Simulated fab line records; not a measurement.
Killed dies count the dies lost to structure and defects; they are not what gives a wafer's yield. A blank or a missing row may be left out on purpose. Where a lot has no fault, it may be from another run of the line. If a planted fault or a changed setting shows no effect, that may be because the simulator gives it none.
The tool behind it: which one?    flow berkeley-cmos170    6 lots, 18 wafers sampled, at 5 steps of a route of 331

WHAT THE GAUGES READ, wafer by wafer
UCB170_V1_CD_MEAS_90: the cd target is 700 nm.
lot   measured      on         cd-nm (nm)
L892  day 8 21:34   cd-sem-02  698.7 698.4 697.4
L895  day 9 16:05   cd-sem-02  699.9 698.3 699.2
L899  day 10 01:53  cd-sem-02  700.6 697.9 702.6
L909  day 12 17:35  cd-sem-01  699.8 699.8 698.9
L910  day 13 11:11  cd-sem-01  698.1 697.6 697.2
L914  day 14 03:14  cd-sem-02  698.7 699.0 698.5

TOOL THAT RAN EACH LOT (tool first, then ch and the chambers of the sampled wafers, then the start)
lot   UCB170_CONTACT_STRIP_06               UCB170_CONTACT_RTA_08             UCB170_V1_ETCH_14                   UCB170_V1_STRIP_15
L892  plasma-asher-02 ch 1, day 8 12:26     rtp-anneal-02 ch 0, day 8 12:52   rie-diel-01 ch 1,3, day 8 21:16     plasma-asher-02 ch 1, day 8 21:27
L895  plasma-asher-01 ch 0,1, day 9 07:34   rtp-anneal-02 ch 0, day 9 07:59   rie-diel-03 ch 1,3, day 9 15:48     plasma-asher-02 ch 0,1, day 9 15:59
L899  plasma-asher-02 ch 0,1, day 9 16:58   rtp-anneal-02 ch 0, day 9 17:25   rie-diel-04 ch 1,2, day 10 01:31    plasma-asher-02 ch 0,1, day 10 01:47
L909  plasma-asher-01 ch 0,1, day 12 10:02  rtp-anneal-02 ch 0, day 12 10:17  rie-diel-03 ch 0,1,3, day 12 17:16  plasma-asher-02 ch 0,1, day 12 17:28
L910  plasma-asher-01 ch 0,1, day 12 21:14  rtp-anneal-02 ch 0, day 13 00:25  rie-diel-03 ch 0,1,2, day 13 10:53  plasma-asher-04 ch 0,1, day 13 11:04
L914  plasma-asher-01 ch 0,1, day 13 19:17  rtp-anneal-01 ch 0, day 13 19:34  rie-diel-01 ch 0,1, day 14 02:56    plasma-asher-04 ch 0,1, day 14 03:07
- UCB170_CONTACT_STRIP_06: strips in O2.
- UCB170_CONTACT_RTA_08: time 10 s.
- UCB170_V1_ETCH_14: etches SiO2 in CHF3/CF4/Ar, stops on Al, target depth 1250 nm, time 291 s.
- UCB170_V1_STRIP_15: strips in O2.

THE ANSWER, worked out from the rows above alone
Rule: usual is defined by the lots themselves. Put in order of their means at a reading, lots are off if they are a third of the lots or fewer, leave a main group of 4 or more, and stand apart from it by a gap of 3 or more times the standard deviation of the main group's means; of several such gaps the widest counts. Not used: any main group whose means are identical at the precision the tables above print for the reading. Also off: a lot with no number at a reading for which 4 or more lots have one. The other lots that the step has rows for count as sound.
None of the lots is off at any reading shown; this tells nothing.

WHAT THE SIMULATOR HAD PUT IN
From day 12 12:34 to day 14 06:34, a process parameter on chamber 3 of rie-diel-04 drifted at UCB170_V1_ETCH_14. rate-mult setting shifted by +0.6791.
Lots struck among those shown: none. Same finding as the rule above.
